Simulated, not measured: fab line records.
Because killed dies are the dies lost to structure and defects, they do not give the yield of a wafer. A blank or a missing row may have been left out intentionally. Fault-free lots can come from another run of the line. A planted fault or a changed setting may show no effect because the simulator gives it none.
Which tool was responsible?	flow berkeley_cmos170	route of 331 steps, sampled at 1 step: 6 lots, 18 wafers

## WHAT THE GAUGES SHOWED, per wafer
UCB170_SCREENOX_THK_MEAS_02.
lot	measured	on	SCREENOX_OXIDE_THK (nm)
L419	day 6 12:29	film_metro-01	14.31 14.56 14.49
L422	day 7 04:35	film_metro-03	13.94 14.22 13.93
L423	day 7 04:35	film_metro-01	14.06 14.09 14.03
L425	day 7 13:09	film_metro-02	14.48 14.31 14.06
L427	day 7 18:59	film_metro-02	14.01 13.90 13.95
L437	day 10 12:17	film_metro-03	17.54 17.49 17.76

## TOOL THAT RAN EACH LOT (tool first, then ch and the chambers of the sampled wafers, then the start)
There is no process step in the record ahead of these readings.

## THE ANSWER, worked out from the rows above alone
Rule: the lots themselves supply what counts as usual. Put in order of their means at a reading, lots are off if they are a third of the lots or fewer, leave a main group of 4 or more, and stand apart from it by a gap of 3 or more times the standard deviation of the main group's means; of several such gaps the widest counts. The tables above print the reading to a certain number of digits; a main group whose means all agree to those digits is not used. A lot without any number at a reading at which 4 lots or more have one is off too. The other lots that the step has rows for count as sound.
Off: L437, at UCB170_SCREENOX_THK_MEAS_02 (SCREENOX_OXIDE_THK). The main group has a mean of 14.16 nm with a standard deviation of 0.18.
A tool fits if, at a process step before that reading, it ran every lot that is off, and no sound lot after the first of them. The gauges at UCB170_SCREENOX_THK_MEAS_02 are tried like those tools. One candidate fits, namely film_metro-03 at UCB170_SCREENOX_THK_MEAS_02. Its last sound lot is L422 (day 7 04:35), its first lot that is off L437 (day 10 12:17): a fault that began between those two fits.

## WHAT HAD BEEN PUT IN BY THE SIMULATOR
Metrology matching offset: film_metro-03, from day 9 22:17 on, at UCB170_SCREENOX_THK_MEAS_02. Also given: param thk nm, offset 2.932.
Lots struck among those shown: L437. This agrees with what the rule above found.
